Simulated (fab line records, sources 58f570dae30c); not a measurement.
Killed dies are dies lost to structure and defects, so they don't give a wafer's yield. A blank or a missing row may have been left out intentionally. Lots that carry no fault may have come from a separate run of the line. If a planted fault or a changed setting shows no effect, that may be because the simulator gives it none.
Problem report, 8D (eight disciplines) form, completed by code / flow berkeley cmos170 / the parts of the form that need people (team, actions taken, sign-off) are left out

== 1. WHAT WENT WRONG ==
tilt deg at UCB170_PWELL_IMPLANT_15 reads a mean of 5.196 degrees on 6 wafers of 2 lots; wafers without a fault read 6.998 degrees with a standard deviation of 0.019. That puts it -95 standard deviations away from the usual mean.
First observed at day 4 12:05: wafer L993.3, on implanter-03. Wafers with a number at this step in the record: 42, from 14 lots. Rule for "out", or "out of limits": more than 4 standard deviations from the usual mean. The rest of the wafers with a number are treated as sound.

== 2. WHAT IT IS, AND WHAT IT ISN'T ==
question=which readings at this step | is=tilt deg | is not=faraday current uA
question=which lots | is=L993, L998 | is not=L102, L103, L105, L107, L108, L109, L988, L989, L990, L994, L995, L997
question=which wafers of those lots | is=all that have a number | is not=-
question=read on which tools | is=implanter-03 | is not=implanter-01, implanter-04
question=when | is=from day 4 12:05 | is not=up to then (9 sound wafers); but 27 sound wafers of L102, L103, L105, L107, L108, L109, L994, L995, L997 came after

== 3. WHAT RULES OUT EACH SUSPECT ==
Counting: any tool at a process step up to the reading is kept as a suspect provided that every lot that is out went through it and no sound lot did after the first of them.
- implanter-03 at UCB170_PWELL_IMPLANT_15: kept. It ran every lot that is out, first L993 (day 4 12:05), and no sound lot after that; its last sound lot up to then is L990 (day 4 11:17). On those wafers its own readings are out: tilt deg.
The count leaves implanter-03 at UCB170_PWELL_IMPLANT_15.

== 4. THE CAUSE (what the simulator had put in) ==
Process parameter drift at UCB170_PWELL_IMPLANT_15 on implanter-03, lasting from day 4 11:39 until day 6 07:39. Setting tilt deg shifted by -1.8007 from 7. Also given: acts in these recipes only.
Only this tool survived the counting.

== 5. THE CHAIN OF EFFECTS, in route order ==
Each row: a reading where the mean over the struck wafers with a number is more than 3 standard deviations away from the usual. Only readings whose record carries a usual standard deviation are examined. hours: median over the lots of the time between each lot's start at the first step of this table that gives one and its start at this step. sigmas: the change, counted in usual standard deviations.
hours=0; step=UCB170_PWELL_IMPLANT_15; reading=tilt deg; usual=6.998 degrees; on struck wafers=5.196; change=-1.802; sigmas=-95
Process steps it contains:
- UCB170_PWELL_IMPLANT_15

== 6. WHAT WOULD HAVE CAUGHT IT SOONER ==
In this record the first reading out of limits was taken at day 4 12:05, 0 hours after the fault began at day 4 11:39.
